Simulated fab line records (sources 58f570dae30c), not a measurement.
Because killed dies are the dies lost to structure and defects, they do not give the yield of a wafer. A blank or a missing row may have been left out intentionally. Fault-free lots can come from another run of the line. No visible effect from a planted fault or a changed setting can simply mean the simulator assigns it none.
Check of tool commonality	flow berkeley-cmos170	Sample size 15 lots and 45 wafers

## WHY IT WAS OPENED
UCB170_PSD_OVL_MEAS_07, reading PSD_OVL: flagged on 3 of 15 lots. Fault-free wafers read 1 nm, with a standard deviation of 6.1.
Rule: flag the lot when none of its wafers has a number, or when each of its wafers that has one lies beyond 4 standard deviations from that mean. All remaining lots are regarded as sound.

lot	measured	on	PSD_OVL (nm), wafer by wafer	flag
L949	day 7 22:55	overlay-02	-8 -3 -15	
L954	day 9 05:21	overlay-02	-6 3 4	
L956	day 9 05:22	overlay-01	4 4 2	
L957	day 9 19:26	overlay-02	3 -1 1	
L961	day 9 19:49	overlay-02	-3 1 6	
L958	day 9 20:01	overlay-01	5 -4 -5	
L959	day 9 20:10	overlay-01	7 7 -2	
L963	day 10 07:25	overlay-01	6 -4 3	
L960	day 10 07:42	overlay-02	5 4 4	
L967	day 11 05:44	overlay-02	3 -2 -6	
L965	day 11 06:00	overlay-02	-159 -157 -154	FLAGGED
L964	day 11 06:16	overlay-02	-157 -154 -160	FLAGGED
L969	day 12 02:24	overlay-01	-148 -153 -154	FLAGGED
L971	day 12 12:49	overlay-02	-9 -7 -6	
L970	day 12 19:14	overlay-02	5 -5 6	
The mean of the flagged lots' numbers is -155 nm, -156 nm from the usual (-26 standard deviations).

## WHICH TOOL RAN EACH LOT
The record keeps 1 process step preceding the reading, out of 331 steps on the route. In each cell: the tool, then ch and the chambers that the sampled wafers went through, then the start.
lot	flag	UCB170_PSD_EXPOSE_03
L949		krf-scanner-01 ch 0, day 7 22:08
L954		krf-scanner-01 ch 0, day 9 04:23
L956		krf-scanner-02 ch 0, day 9 04:38
L957		krf-scanner-02 ch 0, day 9 18:42
L961		krf-scanner-01 ch 0, day 9 18:56
L958		krf-scanner-01 ch 0, day 9 19:05
L959		krf-scanner-02 ch 0, day 9 19:25
L963		krf-scanner-01 ch 0, day 10 06:39
L960		krf-scanner-02 ch 0, day 10 07:01
L967		krf-scanner-01 ch 0, day 11 05:14
L965	FLAGGED	krf-scanner-02 ch 0, day 11 05:32
L964	FLAGGED	krf-scanner-02 ch 0, day 11 05:35
L969	FLAGGED	krf-scanner-02 ch 0, day 12 01:56
L971		krf-scanner-01 ch 0, day 12 11:53
L970		krf-scanner-01 ch 0, day 12 18:19
These steps, and what they do:
- UCB170_PSD_EXPOSE_03: exposes mask PSELECT MOD, target cd 1200 nm.
- UCB170_PSD_OVL_MEAS_07

## FLAGGED AGAINST TOTAL, ONE TOOL AT A TIME (gauges that did the reading follow at the end)
step	tool	lots run	flagged	share of the flagged lots	sound lots run after its first flagged lot
UCB170_PSD_EXPOSE_03	krf-scanner-01	8	0	none	-
UCB170_PSD_EXPOSE_03	krf-scanner-02	7	3	all	0
UCB170_PSD_OVL_MEAS_07	overlay-01	5	1	some	0
UCB170_PSD_OVL_MEAS_07	overlay-02	10	2	some	2 (L971,L970)

## WHAT IS ALLOWED BY THE TABLE
In the table, 1 row covers all flagged lots: krf-scanner-02 at UCB170_PSD_EXPOSE_03.
- krf-scanner-02 at UCB170_PSD_EXPOSE_03: 3 of its 7 lots flagged. A fault beginning between L960 (day 10 07:01), its last sound lot, and L965 (day 11 05:32), its first flagged one, fits the data.
krf-scanner-02 at UCB170_PSD_EXPOSE_03 is the single tool remaining.

## WHAT THE SIMULATOR HAD PUT IN
Scanner matching overlay: krf-scanner-02, from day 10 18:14 on, at UCB170_PSD_EXPOSE_03. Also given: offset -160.
Struck lots among those shown: L965, L964, L969. The rule above reached the same finding.
